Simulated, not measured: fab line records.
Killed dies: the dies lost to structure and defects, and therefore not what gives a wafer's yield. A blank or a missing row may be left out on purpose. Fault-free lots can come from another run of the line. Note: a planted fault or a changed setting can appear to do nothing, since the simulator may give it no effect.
A single fault, viewed from 2 desks -- flow berkeley cmos170 -- numbers are kept per desk, each desk with only its own; the story behind them comes last

## TOOL OWNER'S DESK, implanter-02
The tool's own readings at UCB170_NVT_IMPLANT_07, given as means over the sampled wafers that have a number, one for each lot that went through this tool. Marked OUT: a lot whose mean sits more than 4 standard deviations from the usual mean, which makes it out of limits; the brackets give that distance.
Columns: A = tilt deg at UCB170_NVT_IMPLANT_07, usual 7.001 degrees
lot,first seen here,A
L392,day 7 19:45,7.012
L397,day 8 19:47,5.854 (-50) OUT
L401,day 9 07:47,5.858 (-50) OUT
L409,day 11 17:56,7.024
This desk's verdict: out of limits on L397, L401, starting with L397 at day 8 19:47 (tilt deg at UCB170_NVT_IMPLANT_07). Within limits: L392, L409.

## FROM THE METROLOGY DESK
What the gauges read, lot by lot, whatever tool the lot ran on: means of the sampled wafers that have a number. Marked OUT: a lot whose mean sits more than 4 standard deviations from the usual mean, which makes it out of limits; the brackets give that distance.
Columns: A = NLDD_TW at UCB170_NLDD_TW_MEAS_11, usual 2220
lot,first seen here,A
L386,day 7 20:47,2234
L390,day 8 06:14,2216
L389,day 8 06:28,2215
L394,day 8 17:56,2218
L392,day 8 18:17,2204
L391,day 8 18:31,2208
L395,day 9 06:56,2208
L397,day 9 17:54,2224
L400,day 10 07:50,2205
L401,day 10 08:06,2211
L404,day 11 06:37,2223
L406,day 11 07:29,2222
L408,day 12 04:29,2221
L409,day 12 18:02,2230
This desk found nothing out of limits on any of the 14 lots.

## TAKEN TOGETHER
On L397, L401, at day 8 19:47, an alarm was possible from the tool owner's desk.
Nothing out of limits was seen by the metrology desk.
The metrology desk holds a record of L397, L401, inside its limits.
Of the lots named, all ran UCB170_NVT_IMPLANT_07 on implanter-02.

## WHAT THE SIMULATOR HAD PUT IN
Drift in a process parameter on implanter-02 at UCB170_NVT_IMPLANT_07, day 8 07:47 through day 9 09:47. The setting tilt deg was moved by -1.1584, starting from 7. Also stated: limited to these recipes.
Struck lots among those shown: L397, L401.
Each desk's first reading out of limits, in hours after the fault started: the tool owner's desk, 12.
